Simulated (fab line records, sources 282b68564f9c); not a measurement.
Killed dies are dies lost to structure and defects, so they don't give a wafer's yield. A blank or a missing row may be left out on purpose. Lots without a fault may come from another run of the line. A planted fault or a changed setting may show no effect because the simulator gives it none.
Problem report in the 8D (eight disciplines) form, filled by code | flow rit_cmos | the parts of the form that need people (team, actions taken, sign-off) are left out

1. THE PROBLEM
killed_at_front_end at RIT_M1_PROBE_99 reads a mean of 39 on 3 wafers of 1 lot; wafers without a fault read 7 with a standard deviation of 3. That is +11 standard deviations from the usual mean.
First seen on wafer L231.4, day 5 10:02, on prober-02. The record holds 30 wafers of 10 lots with a number at this step. Rule for "out", or "out of limits": more than 4 standard deviations from the usual mean. The other wafers with a number count as sound.

2. WHAT IT IS AND WHAT IT IS NOT
question                    | is                               | is not
which readings at this step | killed_at_front_end, killed_dies | killed_on_rim, killed_open, killed_short
which lots                  | L231                             | L223, L224, L225, L226, L227, L229, L233, L245, L246
which wafers of those lots  | all that have a number           | -
read on which tools         | prober-02                        | prober-01
when                        | from day 5 10:02                 | up to then (18 sound wafers); but 9 sound wafers of L233, L245, L246 came after

3. SUSPECTS, AND WHAT RULES EACH OUT
Counting: a tool at a process step up to the reading stays a suspect if it ran every lot that is out and no sound lot after the first of them.
- plasma_asher-04 at RIT_PLDD_STRIP_09 (strips in O2, time 180 s): kept. It ran the lot that is out, L231 (day 4 20:01), and no sound lot after that; its last sound lot up to then is L229 (day 4 08:02).
- wet_bench-04 at RIT_SILICIDE_WET_ETCH_05 (etches Ti in SPM, time 120 s): ruled out as a lasting fault. Sound lots L245, L246 ran on it after its first lot that is out, L231 (day 5 03:06).
- prober-02 at RIT_M1_PROBE_99: ruled out as a lasting fault. Sound lots L233, L246 ran on it after its first lot that is out, L231 (day 5 10:02).
Left after counting: plasma_asher-04 at RIT_PLDD_STRIP_09.

4. THE CAUSE (what the simulator had put in)
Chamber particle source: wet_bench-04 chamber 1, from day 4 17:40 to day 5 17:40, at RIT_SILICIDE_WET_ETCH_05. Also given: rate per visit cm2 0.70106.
Counting ruled it out, wrongly: the rule takes a fault to strike every lot that its tool runs from its start on, and this one did not.

5. THE CHAIN OF EFFECTS, in route order
Each row: a reading whose mean over the struck wafers that have a number lies more than 3 standard deviations from the usual. Only readings for which the record gives a usual standard deviation are gone through. hours: the time from each lot's start at the first step in this table that gives one to its start at this step, as a median over the lots. sigmas: the change in usual standard deviations.
hours | step            | reading             | usual | on struck wafers | change | sigmas
0     | RIT_M1_PROBE_99 | killed_at_front_end | 7     | 39               | +32    | +11
0     | RIT_M1_PROBE_99 | killed_dies         | 7     | 39               | +32    | +11
The process steps in it:
- RIT_M1_PROBE_99

6. WHAT WOULD HAVE CAUGHT IT SOONER
In this record the first reading out of limits was taken at day 5 10:02, 16 hours after the fault began at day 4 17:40.
